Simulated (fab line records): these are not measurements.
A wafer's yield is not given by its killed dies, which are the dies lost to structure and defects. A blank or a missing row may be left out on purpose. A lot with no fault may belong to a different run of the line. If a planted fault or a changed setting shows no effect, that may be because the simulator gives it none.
What tool caused it? | flow rit cmos | 21 wafers from 7 lots sampled at 2 of the route's 202 steps

## WHAT THE GAUGES SHOWED, per wafer
RIT_SDANNEAL_RS_MEAS_04: a four-point-probe measurement.
lot  | measured    | on            | PSD_RS (ohm/sq)
L834 | day 3 18:31 | film metro-03 | 115.77 115.34 115.50
L838 | day 4 13:02 | film metro-02 | 116.10 116.02 115.78
L840 | day 4 22:16 | film metro-02 | 116.29 115.96 116.14
L842 | day 5 06:19 | film metro-01 | 115.72 115.79 115.94
L848 | day 6 10:29 | film metro-01 | 115.83 115.93 116.11
L852 | day 7 11:00 | film metro-03 | 115.38 115.44 115.27
L854 | day 7 16:55 | film metro-02 | 115.29 115.64 115.54

## TOOL THAT RAN EACH LOT (tool first, then ch and the chambers of the sampled wafers, then the start)
lot  | RIT_SDANNEAL_RTA_03
L834 | rtp anneal-02 ch 0, day 3 18:23
L838 | rtp anneal-02 ch 0, day 4 12:58
L840 | rtp anneal-02 ch 0, day 4 22:13
L842 | rtp anneal-02 ch 0, day 5 06:15
L848 | rtp anneal-02 ch 0, day 6 10:25
L852 | rtp anneal-02 ch 0, day 7 10:56
L854 | rtp anneal-02 ch 0, day 7 16:50
- RIT_SDANNEAL_RTA_03: time 5 s.

## THE ANSWER, worked out from the rows above alone
Rule: what is usual is taken from the lots themselves. Put in order of their means at a reading, lots are off if they are a third of the lots or fewer, leave a main group of 4 or more, and stand apart from it by a gap of 3 or more times the standard deviation of the main group's means; of several such gaps the widest counts. If all means in a main group match to the digits the tables above print for the reading, that group is not used. A lot without any number at a reading at which 4 lots or more have one is off too. The other lots that the step has rows for count as sound.
Across all readings shown, no lot is off: no conclusion can be drawn from this.

## WHAT THE SIMULATOR PUT IN
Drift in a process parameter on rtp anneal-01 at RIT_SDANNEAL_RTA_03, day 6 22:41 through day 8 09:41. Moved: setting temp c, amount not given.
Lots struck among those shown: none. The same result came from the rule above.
